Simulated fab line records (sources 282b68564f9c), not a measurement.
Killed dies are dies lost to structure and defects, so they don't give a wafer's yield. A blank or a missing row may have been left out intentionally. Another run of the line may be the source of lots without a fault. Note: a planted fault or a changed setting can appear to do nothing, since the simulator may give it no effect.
A lot that was struck, set against a sound lot || flow rit_cmos || 15 steps out of a route of 202
Sound: the wafers L902.2, L902.4, L902.6. Struck: wafer L911.3. (L911.5, L911.6 of the same lot were not struck and are left out.) The cause comes at the end.
Per side, at each step with rows, come the tool, then ch with its chambers, and then its first start. Under that, the readings that differ: sound wafers || struck wafers || difference of the means || sigmas: that difference in standard deviations of wafers without a fault.
alike: readings whose means differ by less than 2 such deviations, and words and numbers that are the same on both sides. not compared: withheld readings, readings that some wafer has no value for, bounds like >300 that may hide the same value, and numbers for which the record gives no deviation and whose values overlap.
Wherever a step has rows on one side only, a row that says differs or no value, or a row with sigmas, the two part there. Non-overlapping numbers with no deviation appear without sigmas and do not part them. A reading missing from all wafers of one side parts the sides only when that side holds two or more wafers.

RIT_GATE_THK_MEAS_07:
  sound on film_metro-01 at day 4 16:17; struck on film_metro-02 at day 6 13:06
  alike: GATE_OXIDE_THK
then, 1 step without rows for these wafers: RIT_GATE_CVD_08 (deposits poly-Si from SiH4, target thk 250 nm, time 2220 s).
RIT_GATE_THK_MEAS_09:
  sound on film_metro-03 at day 4 17:58; struck on film_metro-02 at day 6 14:47
  alike: GATE_POLY_THK
then, 6 steps without rows for these wafers: RIT_GATE_HMDS_10 (prime time 60 s); RIT_GATE_COAT_11 (resist thk 850 nm); RIT_GATE_SOFTBAKE_12 (time 60 s); RIT_GATE_EXPOSE_13 (exposes mask M6, target cd 150 nm); RIT_GATE_PEB_14; RIT_GATE_DEVELOP_15 (develop time 50 s).
RIT_GATE_CD_MEAS_16: target cd 150 nm.
  sound on cd_sem-02 at day 4 18:59; struck on cd_sem-01 at day 6 15:46
  alike: cd_nm
RIT_GATE_OVL_MEAS_17:
  sound on overlay-01 at day 4 19:06; struck on overlay-01 at day 6 15:52
  alike: GATE_OVL
then, 1 step without rows for these wafers: RIT_GATE_HARDBAKE_18 (time 60 s).
RIT_GATE_ETCH_19: etches poly-Si in SF6/CHF3/O2, stops on SiO2, time 165 s, target depth 312.5 nm.
  sound on rie_si-02 ch 0,3, day 4 19:17; struck on rie_si-01 ch 0, day 6 16:02
{"reading": "oes_product_au (a.u.)", "sound": "0.856 0.870 0.874", "struck": 0.732, "difference": -0.135, "sigmas": -10}
{"reading": "run_length_s (s)", "sound": "193.4 193.6 194.3", "struck": 241.5, "difference": "+47.7", "sigmas": "+97"}
{"reading": "model.NOVOLAK_of_GATE_COAT_11.thk_nm (nm)", "sound": "666.6 670.9 670.2", "struck": 647.4, "difference": -21.8, "sigmas": ""}
  alike: drypump_motor_current_A, throttle_valve_pct
  not compared: rf_hours_counter_h
RIT_GATE_STRIP_20: strips in O2, time 180 s.
  sound on plasma_asher-01 ch 0,1, day 4 19:23; struck on plasma_asher-04 ch 0, day 6 16:12
  alike: drypump_motor_current_A, rf_refl_power_W
  not compared: rf_hours_counter_h
RIT_M1_PROBE_99:
  sound on prober-02 at day 5 15:50; struck on prober-01 at day 7 11:34
{"reading": "killed_at_front_end", "sound": "8 5 11", "struck": 15, "difference": "+7", "sigmas": "+2"}
{"reading": "killed_dies", "sound": "8 5 11", "struck": 15, "difference": "+7", "sigmas": "+2"}
{"reading": "killed_short", "sound": "3 0 6", "struck": 9, "difference": "+6", "sigmas": "+3"}
{"reading": "model.etest.poly_comb_over_steps.leak_log10_a_um", "sound": "-12.81 -12.73 -12.82", "struck": -12.98, "difference": -0.19, "sigmas": ""}
{"reading": "model.etest.antenna_poly.vt_shift_v (V)", "sound": "-0.008412 -0.007732 -0.008545", "struck": -0.006804, "difference": "+0.001426", "sigmas": ""}
  alike: killed_open

== WHERE THEY PART ==
Last at RIT_M1_PROBE_99 as far as this record goes, first at RIT_GATE_ETCH_19.

WHY: what had been put in by the simulator
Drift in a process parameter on rie_si-01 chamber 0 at RIT_GATE_ETCH_19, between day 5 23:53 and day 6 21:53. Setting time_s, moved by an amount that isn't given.
